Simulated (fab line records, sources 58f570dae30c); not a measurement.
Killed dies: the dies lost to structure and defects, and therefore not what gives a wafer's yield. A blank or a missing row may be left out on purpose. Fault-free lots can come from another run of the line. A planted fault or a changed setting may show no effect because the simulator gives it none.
The tool behind it: which one? | flow berkeleyCmos170 | Sampling: 7 lots, 21 wafers, 2 of 331 route steps

## WHAT THE GAUGES READ, wafer by wafer
UCB170_SACOX_THK_MEAS_02.
lot  | measured    | on           | SACOX_OXIDE_THK (nm)
L410 | day 5 05:31 | filmMetro-01 | 14.17 14.30 14.18
L412 | day 5 23:42 | filmMetro-02 | 14.06 13.86 14.32
L414 | day 6 04:13 | filmMetro-04 | 14.23 14.23 14.18
L417 | day 6 20:49 | filmMetro-02 | 14.44 14.41 14.54
L420 | day 7 17:35 | filmMetro-04 | 14.61 14.77 14.62
L425 | day 8 15:11 | filmMetro-01 | 14.20 14.20 14.41
L432 | day 9 10:47 | filmMetro-04 | 14.35 14.40 14.26

## EACH LOT AND THE TOOL THAT RAN IT (in order: tool; ch and the chambers of the sampled wafers; start)
lot  | UCB170_ZERO_ETCH_06
L410 | rieDiel-02 ch 1,2,3, day 2 03:28
L412 | rieDiel-02 ch 0,1,2, day 2 09:43
L414 | rieDiel-01 ch 0,2,3, day 2 19:01
L417 | rieDiel-03 ch 1,2,3, day 3 17:33
L420 | rieDiel-02 ch 0,1,3, day 4 02:05
L425 | rieDiel-03 ch 1,2,3, day 5 04:57
L432 | rieDiel-01 ch 0,2, day 6 11:50
- UCB170_ZERO_ETCH_06: etches SiO2 in CHF3/CF4/Ar, time 12 s.

## THE ANSWER, worked out from the rows above alone
Rule: the usual values come from the lots themselves. The widest of any qualifying gaps counts: lots, ordered by their means at a reading, are off when they make up no more than a third of the lots, leave a main group of 4 or more, and stand apart from it by 3 or more times the standard deviation of that group's means. A main group is skipped when, at the precision printed for the reading in the tables above, its means are all equal. Also off: a lot with no number at a reading for which 4 or more lots have one. Where the step has rows for the other lots, those lots are counted as sound.
Nothing can be told from this: no lot is off at any reading shown.

## WHAT HAD BEEN PUT IN BY THE SIMULATOR
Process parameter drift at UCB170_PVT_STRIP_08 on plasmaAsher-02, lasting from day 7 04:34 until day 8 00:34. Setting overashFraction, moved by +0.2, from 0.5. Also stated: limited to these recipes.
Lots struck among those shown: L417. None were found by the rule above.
